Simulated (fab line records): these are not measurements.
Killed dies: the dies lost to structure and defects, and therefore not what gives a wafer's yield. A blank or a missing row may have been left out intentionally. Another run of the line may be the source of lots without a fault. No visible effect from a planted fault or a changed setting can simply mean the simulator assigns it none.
A struck lot beside a sound one ; flow berkeleyCmos170 ; 19 out of 331 route steps
Sound: these wafers, L452.1, L452.3, L452.6. Wafers struck: L467.1, L467.3, L467.4. The cause comes at the end.
Each step with rows lists, per side, the tool, then ch with its chambers, then its first start. Under that, the readings that differ: sound wafers ; struck wafers ; difference of the means ; sigmas: that difference in standard deviations of wafers without a fault.
alike: a reading whose means differ by less than 2 such deviations, as well as words and numbers matching on both sides. not compared: withheld readings; readings where some wafer has no value; bounds like >300 that might hide an equal value; numbers whose values overlap and for which the record gives no deviation.
A row with sigmas, a row that says differs or no value, or rows on one side alone: a step with any of these is where the two part. When numbers do not overlap yet have no deviation, they are printed without sigmas and do not part them. A reading that every wafer of one side lacks parts them only if that side has two wafers or more.

UCB170_PVT_TW_MEAS_09:
  sound on filmMetro-03 at day 6 16:06; struck on filmMetro-03 at day 9 10:18
reading;sound;struck;difference;sigmas
PVT_TW;513.1 512.9 511.2;505.7 505.4 506.8;-6.4;-2
then, 1 step without rows for these wafers: UCB170_GATE_WET_ETCH_00 (etches SiO2 in dHF, time 200 s).
UCB170_FIELD_THK_MEAS_91:
  sound on filmMetro-03 at day 6 16:14; struck on filmMetro-03 at day 9 11:53
  alike: FIELD_OXIDE_LEFT_2_THK
then, 1 step without rows for these wafers: UCB170_GATE_OXIDATION_01 (target thk 6.6 nm, ox time 1800 s).
UCB170_GATE_THK_MEAS_02:
  sound on filmMetro-03 at day 6 21:01; struck on filmMetro-02 at day 9 13:28
  alike: GATE_OXIDE_THK
then, 2 steps without rows for these wafers: UCB170_GATE_ANNEAL_03 (time 1800 s); UCB170_GATE_CVD_04 (deposits poly-Si from SiH4, time 1440 s, target thk 214 nm).
UCB170_GATE_THK_MEAS_05:
  sound on filmMetro-03 at day 7 04:14; struck on filmMetro-04 at day 9 17:43
  alike: GATE_POLY_THK
then, 4 steps without rows for these wafers: UCB170_GATE_COAT_06; UCB170_GATE_COAT_07 (resist thk 900 nm); UCB170_GATE_SOFTBAKE_08 (time 60 s); UCB170_GATE_EXPOSE_09 (exposes mask POLY, target cd 350 nm).
UCB170_GATE_PEB_10:
  sound on lithoTrack-02 ch 0, day 7 04:52; struck on lithoTrack-02 ch 0, day 9 18:43
reading;sound;struck;difference;sigmas
heaterPowerTotalW (W);56.78 56.87 56.72;64.76 64.80 64.80;+8.00;+99 or more
plateTempC (C);130.14 130.23 130.11;143.85 143.83 143.79;+13.66;+99 or more
then, 1 step without rows for these wafers: UCB170_GATE_DEVELOP_11 (develop time 45 s).
UCB170_GATE_CD_MEAS_12: target cd 350 nm.
  sound on cdSem-02 at day 7 05:11; struck on cdSem-02 at day 9 19:23
reading;sound;struck;difference;sigmas
cdNm (nm);351.8 350.4 350.1;299.9 298.0 298.4;-52.0;-40
  not compared: hold
UCB170_GATE_OVL_MEAS_13:
  sound on overlay-02 at day 7 05:18; struck on overlay-01 at day 10 04:38
reading;sound;struck;difference;sigmas
hold;- - -;awaitDispo/9.1h/release awaitDispo/9.1h/release awaitDispo/9.1h/release;no value on the sound wafers;
  alike: GATE_OVL
UCB170_GATE_ETCH_14: etches BARC in N2/H2.
  sound on rieDiel-02 ch 1,2, day 7 05:20; struck on rieDiel-04 ch 1,2,3, day 10 04:44
  alike: chamberPressureMTorr, drypumpMotorCurrentA, oesProductAu, throttleValvePct
UCB170_GATE_ETCH_15: etches poly-Si in HBr/Cl2, stops on SiO2, time 56.3 s, target depth 278.2 nm.
  sound on rieSi-01 ch 0,2,3, day 7 05:23; struck on rieSi-02 ch 0,1,2, day 10 04:47
reading;sound;struck;difference;sigmas
model.GATE.cdNm (nm);351 350.9 349.5;299.3 298.8 298;-51.8;
  alike: chamberPressureMTorr, drypumpMotorCurrentA, oesProductAu, throttleValvePct
  not compared: rfHoursCounterH
UCB170_GATE_STRIP_16: strips in O2.
  sound on plasmaAsher-03 ch 0,1, day 7 05:26; struck on plasmaAsher-01 ch 0,1, day 10 04:59
  alike: chamberPressureMTorr, drypumpMotorCurrentA, o2FlowSccm, oesProductAu
  not compared: rfHoursCounterH

WHERE THEY PART
At UCB170_PVT_TW_MEAS_09 first; at UCB170_GATE_OVL_MEAS_13 last (within this record only). Later steps at which nothing parts them and some readings are alike: UCB170_GATE_ETCH_14, UCB170_GATE_ETCH_15, UCB170_GATE_STRIP_16.

WHY: what the simulator had put in
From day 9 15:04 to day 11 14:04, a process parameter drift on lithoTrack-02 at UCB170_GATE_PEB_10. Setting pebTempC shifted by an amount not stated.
